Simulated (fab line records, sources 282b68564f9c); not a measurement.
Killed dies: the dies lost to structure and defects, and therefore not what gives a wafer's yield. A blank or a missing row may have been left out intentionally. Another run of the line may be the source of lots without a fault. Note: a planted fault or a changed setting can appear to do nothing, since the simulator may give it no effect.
fab line records	flow ritCmos
record: lots: 13	wafers: 39	lastDay: 7
route steps=202 shown ACTIVE@1 PRETRO@66 M1@184
lots that met no fault: taken from a fault-free run of the same line
startH: the number of hours between the record's first day and the start of the first shown wafer of the lot	waitH: hours since the lot's step before	" identical to the entry in the row above	L1.1+2: a single row standing in for several wafers	- no value present, or no start provided	* or withheld: withheld	< > ~ a bound
route shown NAME@n: names a module that has steps shown in the file, with the first one's number in the route	usual: the fault-free wafers' mean and standard deviation	same: alike in all rows	chamber/n: place in a boat	sites: per-site readings	_std_site: their standard deviation	_edge_site: outer sites' mean less inner sites'	radiusMm: how far each site lies from the wafer's centre	mask NAME#n: copy n	behind: the most recent tool/chamber to have shaped the wafer	hold: the reason the lot was held/the length of the hold in hours/how it ended	device: names the non-switching transistor (n, p or np)	end of line: tests of these same wafers at the route's end	a step without rows: its recipe alone	killed: the dies lost at the first sort to structure and to defects; this is not the yield of the wafer	map: a wafer's dies, x killed, . not, _ none there
set.NAME: the setting as run; set.NAME@STEP: as run at that earlier step	model.NAME: the simulator's own value behind a step, which no gauge read
a sample of lots followed through the steps of the route, with each step as a table and each wafer as a row
services: when a tool's chamber went out of use (startH, in hours from the record's first day, below 0 if earlier), for how many hours, and the reason
== steps ==
step: RIT_ACTIVE_BOW_MEAS_00
recipe: mode: bow
usual: INCOMING_BOW: -1/6.8
lot.wafer	tool	chamber	startH	waitH	INCOMING_BOW[um]
L386.1	filmMetro-03	-	10.00	-	11
L386.3	"	-	"	"	5
L386.5	"	-	"	"	-8
L387.3	filmMetro-03	-	15.04	-	6
L387.4	"	-	"	"	2
L387.5	"	-	"	"	1
L388.2	filmMetro-04	-	20.02	-	-8
L388.4	"	-	"	"	-11
L388.6	"	-	"	"	2
L389.3	filmMetro-03	-	25.04	-	-3
L389.4	"	-	"	"	-9
L389.6	"	-	"	"	-4
L390.1	filmMetro-02	-	30.00	-	6
L390.2	"	-	"	"	-10
L390.6	"	-	"	"	-4
L391.3	filmMetro-04	-	35.04	-	-3
L391.4	"	-	"	"	-7
L391.6	"	-	"	"	4
L392.1	filmMetro-03	-	40.00	-	-8
L392.2	"	-	"	"	-2
L392.3	"	-	"	"	-11
L394.3	filmMetro-03	-	50.04	-	3
L394.4	"	-	"	"	-6
L394.5	"	-	"	"	3
L395.1	filmMetro-02	-	55.00	-	5
L395.4	"	-	"	"	2
L395.6	"	-	"	"	2
L397.2	filmMetro-03	-	65.02	-	1
L397.3	"	-	"	"	3
L397.4	"	-	"	"	-2
L404.1	filmMetro-02	-	100.00	-	-12
L404.3	"	-	"	"	3
L404.5	"	-	"	"	5
L406.4	filmMetro-02	-	110.06	-	2
L406.5	"	-	"	"	-2
L406.6	"	-	"	"	2
L408.3	filmMetro-02	-	120.04	-	-9
L408.5	"	-	"	"	14
L408.6	"	-	"	"	11
step: RIT_PRETRO_SOFTBAKE_02
recipe: resist: NOVOLAK	tempC: 90	timeS: 62.37
usual: plateSensorTCentreC: 90.970/0.011	plateSensorTEdgeC: 91.019/0.01
same: timeS: 62.37
lot.wafer	tool	chamber	startH	waitH	plateSensorTCentreC	plateSensorTEdgeC
L386.1	lithoTrack-04	0	33.49	0.1	90.989	91.014
L386.3	"	0	"	"	90.968	91.017
L386.5	"	0	"	"	90.971	91.016
L387.3	lithoTrack-03	0	35.61	0.1	90.969	91.015
L387.4	"	0	"	"	90.970	91.000
L387.5	"	0	"	"	90.991	91.023
L388.2	lithoTrack-01	0	41.35	0.1	90.967	91.004
L388.4	"	0	"	"	90.986	91.023
L388.6	"	0	"	"	90.965	90.999
L389.3	lithoTrack-03	0	46.85	0.1	90.989	91.013
L389.4	"	0	"	"	90.963	91.033
L389.6	"	0	"	"	90.974	91.025
L390.1	lithoTrack-04	0	53.06	0.1	90.993	91.017
L390.2	"	0	"	"	90.970	91.027
L390.6	"	0	"	"	90.969	91.021
L391.3	lithoTrack-04	0	59.13	0.1	90.961	91.008
L391.4	"	0	"	"	90.965	91.034
L391.6	"	0	"	"	90.969	91.025
L392.1	lithoTrack-01	0	63.53	0.1	90.980	91.029
L392.2	"	0	"	"	90.978	91.013
L392.3	"	0	"	"	90.956	91.030
L394.3	lithoTrack-04	0	72.30	0.1	90.954	91.022
L394.4	"	0	"	"	90.974	91.022
L394.5	"	0	"	"	90.962	91.010
L395.1	lithoTrack-04	0	80.33	0.1	90.953	91.038
L395.4	"	0	"	"	90.963	91.018
L395.6	"	0	"	"	90.964	91.027
L397.2	lithoTrack-03	0	85.75	0.1	90.978	91.031
L397.3	"	0	"	"	90.976	91.012
L397.4	"	0	"	"	90.980	91.004
L404.1	lithoTrack-04	0	129.23	0.1	90.947	91.021
L404.3	"	0	"	"	90.964	91.015
L404.5	"	0	"	"	90.984	91.035
L406.4	lithoTrack-03	0	135.21	0.1	90.957	91.003
L406.5	"	0	"	"	90.984	91.017
L406.6	"	0	"	"	90.951	91.022
L408.3	lithoTrack-03	0	141.84	0.1	90.976	91.009
L408.5	"	0	"	"	90.971	91.024
L408.6	"	0	"	"	90.970	91.015
step: RIT_M1_SPUTTER_00
recipe: material: Al	targetThkNm: 400	powerW: 2000	chamberPressurePa: 0.4	gas: Ar	timeS: 500	substrateTempC: 25
usual: cathodeDcPowerW: 2000.0/0.38	throttleValvePct: 30.7/1.1
same: timeS: 500
lot.wafer	tool	chamber	startH	waitH	cathodeDcPowerW	throttleValvePct
L386.1	pvdSputter-03	-	55.74	0.0	1999.8	30.0
L386.3	"	-	"	"	2000.2	30.6
L386.5	"	-	"	"	2000.1	30.4
L387.3	pvdSputter-04	-	58.35	0.0	1999.2	30.9
L387.4	"	-	"	"	1999.4	31.1
L387.5	"	-	"	"	2000.9	31.1
L388.2	pvdSputter-02	-	65.95	0.0	2000.2	28.5
L388.4	"	-	"	"	1999.8	31.7
L388.6	"	-	"	"	2000.1	31.6
L389.3	pvdSputter-04	-	72.51	0.0	1999.9	32.9
L389.4	"	-	"	"	2000.1	30.9
L389.6	"	-	"	"	2000.1	33.3
L390.1	pvdSputter-02	-	75.55	0.0	2000.0	31.8
L390.2	"	-	"	"	2000.5	28.3
L390.6	"	-	"	"	2000.3	31.8
L391.3	pvdSputter-04	-	85.02	0.0	2000.1	32.8
L391.4	"	-	"	"	2000.0	30.7
L391.6	"	-	"	"	2000.7	31.0
L392.1	pvdSputter-03	-	87.98	0.0	2000.9	30.0
L392.2	"	-	"	"	1999.5	30.2
L392.3	"	-	"	"	2000.0	28.9
L394.3	pvdSputter-02	-	97.85	0.0	2000.4	30.1
L394.4	"	-	"	"	1999.7	28.4
L394.5	"	-	"	"	2000.2	30.5
L395.1	pvdSputter-04	-	104.03	0.0	2000.5	33.1
L395.4	"	-	"	"	1999.4	30.8
L395.6	"	-	"	"	1999.6	30.9
L397.2	pvdSputter-04	-	111.20	0.0	2615.0	32.9
L397.3	"	-	"	"	2000.0	29.8
L397.4	"	-	"	"	1999.0	31.0
L404.1	pvdSputter-02	-	153.66	0.0	2000.4	28.4
L404.3	"	-	"	"	2000.4	31.7
L404.5	"	-	"	"	2000.0	28.4
L406.4	pvdSputter-03	-	158.64	0.0	2000.0	30.4
L406.5	"	-	"	"	2000.5	30.2
L406.6	"	-	"	"	1999.7	30.2
L408.3	pvdSputter-02	-	169.74	0.0	2000.3	30.4
L408.5	"	-	"	"	1999.6	30.1
L408.6	"	-	"	"	2000.0	31.6
step: RIT_M1_RS_MEAS_01
recipe: thkMeasGauge: four-point-probe	reads: Al_of_M1_SPUTTER_00
usual: M1_AL_RS: 0.0732/0.00094
lot.wafer	tool	chamber	startH	waitH	M1_AL_RS[ohm/sq]
L386.1	filmMetro-02	-	56.03	0.1	0.0724
L386.3	"	-	"	"	0.0725
L386.5	"	-	"	"	0.0726
L387.3	filmMetro-03	-	58.69	0.2	0.0727
L387.4	"	-	"	"	0.0731
L387.5	"	-	"	"	0.0731
L388.2	filmMetro-04	-	66.27	0.2	0.0758
L388.4	"	-	"	"	0.0748
L388.6	"	-	"	"	0.0740
L389.3	filmMetro-04	-	72.85	0.2	0.0728
L389.4	"	-	"	"	0.0723
L389.6	"	-	"	"	0.0730
L390.1	filmMetro-04	-	75.84	0.1	0.0745
L390.2	"	-	"	"	0.0742
L390.6	"	-	"	"	0.0738
L391.3	filmMetro-02	-	85.35	0.2	0.0742
L391.4	"	-	"	"	0.0732
L391.6	"	-	"	"	0.0726
L392.1	filmMetro-04	-	88.28	0.1	0.0718
L392.2	"	-	"	"	0.0724
L392.3	"	-	"	"	0.0728
L394.3	filmMetro-04	-	98.19	0.2	0.0742
L394.4	"	-	"	"	0.0744
L394.5	"	-	"	"	0.0750
L395.1	filmMetro-04	-	104.33	0.1	0.0734
L395.4	"	-	"	"	0.0721
L395.6	"	-	"	"	0.0724
L397.2	filmMetro-02	-	111.52	0.2	0.0562
L397.3	"	-	"	"	0.0725
L397.4	"	-	"	"	0.0737
L404.1	filmMetro-04	-	153.96	0.1	0.0746
L404.3	"	-	"	"	0.0735
L404.5	"	-	"	"	0.0740
L406.4	filmMetro-02	-	158.99	0.2	0.0730
L406.5	"	-	"	"	0.0725
L406.6	"	-	"	"	0.0721
L408.3	filmMetro-03	-	170.08	0.2	0.0740
L408.5	"	-	"	"	0.0733
L408.6	"	-	"	"	0.0739
step: RIT_M1_THK_MEAS_02
recipe: thkMeasGauge: xrf	reads: Al_of_M1_SPUTTER_00
usual: M1_AL_THK: 398/5.4
lot.wafer	tool	chamber	startH	waitH	M1_AL_THK[nm]
L386.1	filmMetro-02	-	56.15	0.1	405
L386.3	"	-	"	"	401
L386.5	"	-	"	"	401
L387.3	filmMetro-03	-	58.79	0.1	403
L387.4	"	-	"	"	402
L387.5	"	-	"	"	404
L388.2	filmMetro-04	-	66.38	0.1	385
L388.4	"	-	"	"	386
L388.6	"	-	"	"	392
L389.3	filmMetro-04	-	72.95	0.1	401
L389.4	"	-	"	"	401
L389.6	"	-	"	"	399
L390.1	filmMetro-04	-	75.96	0.1	390
L390.2	"	-	"	"	390
L390.6	"	-	"	"	396
L391.3	filmMetro-02	-	85.45	0.1	393
L391.4	"	-	"	"	396
L391.6	"	-	"	"	399
L392.1	filmMetro-04	-	88.40	0.1	407
L392.2	"	-	"	"	403
L392.3	"	-	"	"	399
L394.3	filmMetro-04	-	98.29	0.1	391
L394.4	"	-	"	"	388
L394.5	"	-	"	"	387
L395.1	filmMetro-04	-	104.45	0.1	395
L395.4	"	-	"	"	402
L395.6	"	-	"	"	397
L397.2	filmMetro-02	-	111.63	0.1	514
L397.3	"	-	"	"	400
L397.4	"	-	"	"	393
L404.1	filmMetro-04	-	154.08	0.1	388
L404.3	"	-	"	"	396
L404.5	"	-	"	"	391
L406.4	filmMetro-02	-	159.08	0.1	396
L406.5	"	-	"	"	401
L406.6	"	-	"	"	403
L408.3	filmMetro-03	-	170.18	0.1	393
L408.5	"	-	"	"	400
L408.6	"	-	"	"	396
step: RIT_M1_METAL_ETCH_12
recipe: stopOn: SiO2	chemistry: Cl2/BCl3	target: Al	timeS: 165	overEtchFrac: 0.4871	pressureMtorr: 100	targetDepthA: 6000	rfW: 250	Cl2_flow_sccm: 60	bcl3FlowSccm: 50
usual: drypumpMotorCurrentA: 5.88/0.27	heBacksideLeakSccm: 3.3/0.3	oesProductAu: 0.787/0.01	throttleValvePct: 8.22/0.11
same: timeS: 165
lot.wafer	tool	chamber	startH	waitH	drypumpMotorCurrentA	heBacksideLeakSccm	oesProductAu	rfHoursCounterH	throttleValvePct
L386.1	rieMetal-03	1	57.62	0.2	5.73	3.2	0.773	3	8.17
L386.3	"	1	"	"	5.73	3.1	0.771	-	8.18
L386.5	"	0	"	"	5.42	3.2	0.784	-	8.08
L387.3	rieMetal-01	1	60.17	0.2	6.23	3.0	0.795	-	8.23
L387.4	"	0	"	"	5.95	3.5	0.804	-	8.36
L387.5	"	0	"	"	5.95	3.6	0.790	-	8.36
L388.2	rieMetal-02	0	67.84	0.2	6.13	4.5	0.780	37	8.16
L388.4	"	0	"	"	6.12	3.2	0.778	-	8.14
L388.6	"	0	"	"	6.12	3.0	0.783	-	8.16
L389.3	rieMetal-03	0	74.33	0.2	5.46	3.3	0.782	-	8.10
L389.4	"	1	"	"	5.66	3.0	0.777	-	8.19
L389.6	"	0	"	"	5.48	3.2	0.786	-	8.07
L390.1	rieMetal-01	1	77.43	0.2	6.23	2.9	0.786	1	8.22
L390.2	"	0	"	"	5.92	3.3	0.793	1	8.37
L390.6	"	0	"	"	5.90	3.3	0.795	-	8.36
L391.3	rieMetal-02	0	86.93	0.2	6.10	3.1	0.780	-	8.13
L391.4	"	1	"	"	5.96	3.4	0.787	-	8.38
L391.6	"	0	"	"	6.10	2.9	0.802	-	8.15
L392.1	rieMetal-03	0	89.74	0.2	5.44	3.4	0.789	2	8.08
L392.2	"	1	"	"	5.63	3.3	0.779	3	8.18
L392.3	"	0	"	"	5.42	3.2	0.788	-	8.07
L394.3	rieMetal-02	0	99.67	0.2	6.13	3.1	0.790	-	8.13
L394.4	"	1	"	"	5.96	3.1	0.781	-	8.38
L394.5	"	1	"	"	6.01	3.4	0.778	-	8.39
L395.1	rieMetal-03	0	105.92	0.2	5.46	3.1	0.783	3	8.08
L395.4	"	0	"	"	5.45	3.2	0.787	-	8.08
L395.6	"	0	"	"	5.43	3.2	0.792	-	8.08
L397.2	rieMetal-02	0	112.96	0.2	6.10	3.2	0.935	37	8.11
L397.3	"	1	"	"	5.97	3.7	0.796	-	8.37
L397.4	"	0	"	"	6.12	3.1	0.784	-	8.13
L404.1	rieMetal-01	1	155.55	0.2	6.27	3.0	0.779	2	8.23
L404.3	"	0	"	"	5.92	3.5	0.797	-	8.35
L404.5	"	1	"	"	6.25	5.6	0.796	-	8.22
L406.4	rieMetal-03	1	160.58	0.1	5.68	3.2	0.781	-	8.18
L406.5	"	0	"	"	5.43	3.4	0.784	-	8.08
L406.6	"	1	"	"	5.68	3.3	0.777	-	8.17
L408.3	rieMetal-02	1	171.56	0.2	5.98	3.6	0.793	-	8.37
L408.5	"	1	"	"	6.02	3.4	0.798	-	8.38
L408.6	"	0	"	"	6.10	3.2	0.774	-	8.15
step: RIT_M1_STRIP_14
recipe: chemistry: O2	timeS: 180	platenTempC: withheld	powerW: 500	pressureMtorr: 4000	o2FlowSccm: 4000
usual: drypumpMotorCurrentA: 5.8/0.42
same: timeS: 180
lot.wafer	tool	chamber	startH	waitH	drypumpMotorCurrentA	rfHoursCounterH
L386.1	plasmaAsher-02	1	57.96	0.0	6.7	28
L386.3	"	0	"	"	5.5	-
L386.5	"	0	"	"	5.6	-
L387.3	plasmaAsher-04	1	60.51	0.1	5.3	-
L387.4	"	0	"	"	5.6	-
L387.5	"	0	"	"	5.6	-
L388.2	plasmaAsher-02	1	68.21	0.0	6.6	29
L388.4	"	0	"	"	5.5	-
L388.6	"	0	"	"	5.6	-
L389.3	plasmaAsher-03	0	74.68	0.1	5.9	-
L389.4	"	1	"	"	5.6	-
L389.6	"	1	"	"	5.6	-
L390.1	plasmaAsher-03	0	77.79	0.0	5.9	43
L390.2	"	1	"	"	5.7	43
L390.6	"	0	"	"	5.9	-
L391.3	plasmaAsher-03	0	87.33	0.1	5.9	-
L391.4	"	1	"	"	5.6	-
L391.6	"	0	"	"	5.9	-
L392.1	plasmaAsher-03	0	90.13	0.0	5.9	44
L392.2	"	1	"	"	5.7	44
L392.3	"	1	"	"	5.7	-
L394.3	plasmaAsher-03	1	100.01	0.1	5.6	-
L394.4	"	0	"	"	5.9	-
L394.5	"	0	"	"	5.9	-
L395.1	plasmaAsher-03	0	106.27	0.0	5.9	46
L395.4	"	1	"	"	5.6	-
L395.6	"	1	"	"	5.6	-
L397.2	plasmaAsher-02	0	113.30	0.0	5.5	34
L397.3	"	1	"	"	6.6	-
L397.4	"	0	"	"	5.5	-
L404.1	plasmaAsher-03	0	155.88	0.0	5.9	51
L404.3	"	1	"	"	5.7	-
L404.5	"	0	"	"	5.9	-
L406.4	plasmaAsher-04	0	160.92	0.1	5.6	-
L406.5	"	0	"	"	5.7	-
L406.6	"	1	"	"	5.3	-
L408.3	plasmaAsher-02	0	171.90	0.1	5.5	-
L408.5	"	0	"	"	5.6	-
L408.6	"	1	"	"	6.6	-
step: RIT_M1_PROBE_99
usual: defectLimitedYield: 97.4/1.1	killedAtContacts: 0.0/0.16	killedAtFrontEnd: 6.9/2.9	killedDies: 7.0/2.9	killedOpen: 3.4/2.1	killedShort: 3.5/1.8	sort_bin_3_pad_short: 0.1/0.23	sort_bin_5_function: 1.5/0.78	sort_bin_6_memory: 1.0/0.65	sortNPass: 257.0/2.9	sortYieldPct: 97.4/1.1
same: grossDies: 264	killed_at_M0_to_M3: 0	killed_at_M4_up: 0	killedAtBackSide: 0	killedAtOther: 0
lot.wafer	tool	chamber	startH	waitH	defectLimitedYield[%]	killedAtContacts	killedAtFrontEnd	killedDies	killedOpen	killedShort	sort_bin_3_pad_short[%]	sort_bin_5_function[%]	sort_bin_6_memory[%]	sortNPass	sortYieldPct[%]
L386.1	prober-01	-	59.87	0.1	98.1	0	5	5	2	3	0	0.8	1.1	259.0	98.1
L386.3	prober-01	-	59.97	0.2	96.2	0	10	10	5	5	0	2.7	1.1	254.0	96.2
L386.5	prober-01	-	60.07	0.2	95.8	0	11	11	7	4	0.4	2.7	1.1	253.0	95.8
L387.3	prober-02	-	62.47	0.2	99.2	0	2	2	2	0	0	0.4	0.4	262.0	99.2
L387.4	prober-02	-	62.52	0.2	95.5	1	11	12	7	5	0.4	3.8	0.4	252.0	95.5
L387.5	prober-02	-	62.57	0.2	98.1	0	5	5	3	2	0.4	1.1	0.4	259.0	98.1
L388.2	prober-01	-	70.17	0.1	98.1	0	5	5	4	1	0	1.1	0.8	259.0	98.1
L388.4	prober-01	-	70.27	0.2	97.0	0	8	8	3	5	0	3.0	0	256.0	97.0
L388.6	prober-01	-	70.37	0.2	96.6	0	9	9	3	6	0	1.5	1.9	255.0	96.6
L389.3	prober-02	-	76.64	0.2	97.0	0	8	8	5	3	0.4	1.5	1.1	256.0	97.0
L389.4	prober-02	-	76.69	0.2	94.7	0	14	14	10	4	0.4	1.9	3.0	250.0	94.7
L389.6	prober-02	-	76.79	0.2	98.1	0	5	5	2	3	0.4	1.1	0.4	259.0	98.1
L390.1	prober-01	-	79.70	0.1	99.2	0	2	2	1	1	0	0.4	0.4	262.0	99.2
L390.2	prober-01	-	79.75	0.1	98.9	0	3	3	1	2	0.4	0.4	0.4	261.0	98.9
L390.6	prober-01	-	79.95	0.2	97.3	0	7	7	2	5	0.4	1.1	1.1	257.0	97.3
L391.3	prober-02	-	89.28	0.2	98.5	0	4	4	3	1	0	0.8	0.8	260.0	98.5
L391.4	prober-02	-	89.33	0.2	97.7	0	6	6	3	3	0.4	1.5	0.4	258.0	97.7
L391.6	prober-02	-	89.43	0.2	97.7	0	6	6	2	4	0	0.8	1.5	258.0	97.7
L392.1	prober-01	-	92.05	0.1	95.5	0	12	12	9	3	0.4	3.0	1.1	252.0	95.5
L392.2	prober-01	-	92.10	0.1	97.7	1	5	6	1	5	0	1.1	1.1	258.0	97.7
L392.3	prober-01	-	92.15	0.2	95.8	0	11	11	7	4	0	2.3	1.9	253.0	95.8
L394.3	prober-01	-	101.97	0.2	98.1	0	5	5	5	0	0	0.4	1.5	259.0	98.1
L394.4	prober-01	-	102.02	0.2	94.7	0	14	14	7	7	0	3.0	2.3	250.0	94.7
L394.5	prober-01	-	102.07	0.2	96.2	0	10	10	5	5	0	2.3	1.5	254.0	96.2
L395.1	prober-02	-	108.19	0.1	97.3	0	7	7	2	5	0	0.8	1.9	257.0	97.3
L395.4	prober-02	-	108.34	0.2	97.7	0	6	6	2	4	0	0.8	1.5	258.0	97.7
L395.6	prober-02	-	108.44	0.2	97.3	0	7	7	3	4	0	2.3	0.4	257.0	97.3
L397.2	prober-02	-	115.26	0.1	97.3	0	7	7	5	2	0	1.9	0.8	257.0	97.3
L397.3	prober-02	-	115.31	0.2	99.6	0	1	1	0	1	0	0.4	0	263.0	99.6
L397.4	prober-02	-	115.36	0.2	95.5	0	12	12	5	7	0.4	1.5	2.7	252.0	95.5
L404.1	prober-01	-	157.80	0.1	95.5	0	12	12	6	6	0.4	3.0	1.1	252.0	95.5
L404.3	prober-01	-	157.90	0.2	96.6	0	9	9	5	4	0	2.3	1.1	255.0	96.6
L404.5	prober-01	-	158.00	0.2	97.0	0	8	8	5	3	0.4	2.3	0.4	256.0	97.0
L406.4	prober-01	-	162.93	0.2	97.0	0	8	8	2	6	0	1.5	1.5	256.0	97.0
L406.5	prober-01	-	162.98	0.2	95.5	0	12	12	9	3	0.8	1.1	2.7	252.0	95.5
L406.6	prober-01	-	163.03	0.2	97.3	0	7	7	5	2	0	1.9	0.8	257.0	97.3
L408.3	prober-01	-	173.86	0.2	97.0	0	8	8	2	6	0	1.9	1.1	256.0	97.0
L408.5	prober-01	-	173.96	0.2	98.5	0	4	4	1	3	0	0.8	0.8	260.0	98.5
L408.6	prober-01	-	174.01	0.2	97.7	1	5	6	3	3	0.8	0.8	0.8	258.0	97.7
killed by level:class
L386.1 GATE:geometricParticle:short=2 ACTIVE:geometricParticle:open=1 GATE:geometricParticle:open=1 SILICIDE:geometricParticle:short=1
L386.3 GATE:geometricParticle:short=3 FOX1:geometricParticle:open=2 FOX1:geometricParticle:short=1 FOX2:geometricParticle:open=1 GATE:geometricParticle:open=1 SPACER:geometricParticle:short=1 SILICIDE:geometricParticle:open=1
L386.5 GATE:geometricParticle:open=5 GATE:geometricParticle:short=2 ACTIVE:geometricParticle:open=1 FOX1:geometricParticle:open=1 FOX2:geometricParticle:short=1 REOX:geometricParticle:short=1
L387.3 GATE:geometricParticle:open=1 SPACER:geometricParticle:open=1
L387.4 GATE:geometricParticle:open=4 GATE:geometricParticle:short=3 FOX2:geometricParticle:open=1 REOX:geometricParticle:short=1 SPACER:geometricParticle:short=1 SPACER:geometricParticle:open=1 CONTACT:geometricParticle:open=1
L387.5 GATE:geometricParticle:short=2 FOX2:geometricParticle:open=1 SPACER:geometricParticle:open=1 SILICIDE:geometricParticle:open=1
L388.2 GATE:geometricParticle:open=2 FOX2:geometricParticle:short=1 FOX2:geometricParticle:open=1 SILICIDE:geometricParticle:open=1
L388.4 GATE:geometricParticle:short=4 FOX1:geometricParticle:open=1 GATE:geometricParticle:open=1 SPACER:geometricParticle:open=1 SPACER:geometricParticle:short=1
L388.6 GATE:geometricParticle:short=5 FOX1:geometricParticle:open=1 FOX2:geometricParticle:short=1 GATE:geometricParticle:open=1 SILICIDE:geometricParticle:open=1
L389.3 GATE:geometricParticle:open=3 REOX:geometricParticle:open=2 REOX:geometricParticle:short=2 GATE:geometricParticle:short=1
L389.4 GATE:geometricParticle:open=6 FOX1:geometricParticle:short=2 REOX:geometricParticle:open=2 FOX1:geometricParticle:open=1 REOX:geometricParticle:short=1 SPACER:geometricParticle:short=1 SPACER:geometricParticle:open=1
L389.6 FOX1:geometricParticle:short=1 GATE:geometricParticle:short=1 REOX:geometricParticle:open=1 SPACER:geometricParticle:short=1 SILICIDE:geometricParticle:open=1
L390.1 GATE:geometricParticle:short=1 SILICIDE:geometricParticle:open=1
L390.2 GATE:geometricParticle:open=1 REOX:geometricParticle:short=1 SILICIDE:geometricParticle:short=1
L390.6 REOX:geometricParticle:short=3 GATE:geometricParticle:short=2 ACTIVE:geometricParticle:open=1 REOX:geometricParticle:open=1
L391.3 REOX:geometricParticle:open=2 SPACER:geometricParticle:open=1 REOX:geometricParticle:short=1
L391.4 GATE:geometricParticle:open=3 GATE:geometricParticle:short=3
L391.6 SPACER:geometricParticle:short=2 FOX1:geometricParticle:short=1 GATE:geometricParticle:short=1 REOX:geometricParticle:open=1 SPACER:geometricParticle:open=1
L392.1 GATE:geometricParticle:open=3 FOX2:geometricParticle:open=2 SPACER:geometricParticle:open=2 SILICIDE:geometricParticle:open=2 FOX2:geometricParticle:short=1 GATE:geometricParticle:short=1 REOX:geometricParticle:short=1
L392.2 FOX1:geometricParticle:short=2 GATE:geometricParticle:short=2 REOX:geometricParticle:open=1 CONTACT:geometricParticle:short=1
L392.3 FOX2:geometricParticle:open=2 REOX:geometricParticle:open=2 REOX:geometricParticle:short=2 GATE:geometricParticle:open=1 SPACER:geometricParticle:open=1 SPACER:geometricParticle:short=1 SILICIDE:geometricParticle:open=1 SILICIDE:geometricParticle:short=1
L394.3 GATE:geometricParticle:open=3 FOX1:geometricParticle:open=1 SPACER:geometricParticle:open=1
L394.4 GATE:geometricParticle:open=5 GATE:geometricParticle:short=5 SILICIDE:geometricParticle:open=2 FOX1:geometricParticle:short=1 SILICIDE:geometricParticle:short=1
L394.5 GATE:geometricParticle:open=5 GATE:geometricParticle:short=4 FOX1:geometricParticle:short=1
L395.1 FOX1:geometricParticle:short=2 FOX1:geometricParticle:open=1 GATE:geometricParticle:open=1 REOX:geometricParticle:short=1 SPACER:geometricParticle:short=1 SILICIDE:geometricParticle:short=1
L395.4 GATE:geometricParticle:short=2 FOX1:geometricParticle:open=1 FOX1:geometricParticle:short=1 REOX:geometricParticle:open=1 REOX:geometricParticle:short=1
L395.6 GATE:geometricParticle:short=2 SILICIDE:geometricParticle:short=2 GATE:geometricParticle:open=1 REOX:geometricParticle:open=1 SILICIDE:geometricParticle:open=1
L397.2 SPACER:geometricParticle:open=3 GATE:geometricParticle:open=1 GATE:geometricParticle:short=1 SILICIDE:geometricParticle:open=1 STARTING-WAFER:geometricParticle:short=1
L397.3 SILICIDE:geometricParticle:short=1
L397.4 GATE:geometricParticle:open=5 GATE:geometricParticle:short=4 SPACER:geometricParticle:short=2 REOX:geometricParticle:short=1
L404.1 SPACER:geometricParticle:open=5 SPACER:geometricParticle:short=4 GATE:geometricParticle:short=1 GATE:geometricParticle:open=1 SILICIDE:geometricParticle:short=1
L404.3 FOX1:geometricParticle:open=2 GATE:geometricParticle:short=2 GATE:geometricParticle:open=2 SILICIDE:geometricParticle:short=2 SPACER:geometricParticle:open=1
L404.5 GATE:geometricParticle:open=2 FOX1:geometricParticle:short=1 FOX1:geometricParticle:open=1 GATE:geometricParticle:short=1 SPACER:geometricParticle:short=1 SPACER:geometricParticle:open=1 SILICIDE:geometricParticle:open=1
L406.4 FOX1:geometricParticle:short=2 FOX2:geometricParticle:short=1 REOX:geometricParticle:short=1 REOX:geometricParticle:open=1 SPACER:geometricParticle:short=1 SILICIDE:geometricParticle:open=1 SILICIDE:geometricParticle:short=1
L406.5 GATE:geometricParticle:open=3 FOX2:geometricParticle:open=2 SPACER:geometricParticle:open=2 SILICIDE:geometricParticle:short=2 FOX1:geometricParticle:open=1 FOX1:geometricParticle:short=1 SILICIDE:geometricParticle:open=1
L406.6 FOX1:geometricParticle:open=1 GATE:geometricParticle:short=1 GATE:geometricParticle:open=1 REOX:geometricParticle:open=1 REOX:geometricParticle:short=1 SPACER:geometricParticle:open=1 SILICIDE:geometricParticle:open=1
L408.3 FOX1:geometricParticle:short=2 FOX1:geometricParticle:open=1 FOX2:geometricParticle:short=1 FOX2:geometricParticle:open=1 GATE:geometricParticle:short=1 REOX:geometricParticle:short=1 SPACER:geometricParticle:short=1
L408.5 FOX1:geometricParticle:short=2 FOX2:geometricParticle:short=1 FOX2:geometricParticle:open=1
L408.6 GATE:geometricParticle:open=2 GATE:geometricParticle:short=2 FOX2:geometricParticle:open=1 CONTACT:geometricParticle:short=1
== services ==
tool	chamber	startH	hours	kind
pvdSputter-04	-	12.67	1.1	repair
rieMetal-01	0	14.38	-	clean
rieMetal-01	1	14.38	-	clean
rieMetal-03	-	30.55	2.8	pm
plasmaAsher-04	-	37.92	1.1	repair
pvdSputter-03	-	71.73	3.0	repair
rieMetal-02	-	136.12	20.0	pm
rieMetal-02	0	136.12	20.0	ventCycle
rieMetal-02	1	136.12	20.0	ventCycle
plasmaAsher-04	-	143.32	2.8	pm
rieMetal-02	0	156.12	-	clean
rieMetal-02	1	156.12	-	clean
plasmaAsher-03	-	167.92	2.8	pm
== key ==
firstSign: step: RIT_M1_SPUTTER_00	reading: cathodeDcPowerW	direction: up	sigmas: 99+	usual: 2000.0	struck: 2615.0
effect: step: RIT_M1_RS_MEAS_01	reading: M1_AL_RS	direction: down	sigmas: 18	usual: 0.0732	struck: 0.0562
effect: step: RIT_M1_THK_MEAS_02	reading: M1_AL_THK	direction: up	sigmas: 21	usual: 398	struck: 514
effect: step: RIT_M1_METAL_ETCH_12	reading: oesProductAu	direction: up	sigmas: 15	usual: 0.787	struck: 0.935
metAt RIT_M1_SPUTTER_00
struckLots L397
struckWafers L397.2
notActingAt RIT_ACTIVE_BOW_MEAS_00,RIT_PRETRO_SOFTBAKE_02,RIT_M1_STRIP_14
onsetBetween 104.03 111.20
fault: kind: processParameterDrift	tool: pvdSputter-04	chamber: -	onsetH: 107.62	steps: RIT_M1_SPUTTER_00	channel: powerW	offset: 615.21	shape: step	endH: 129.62	stated: 2000	scope: struckWafersOnly
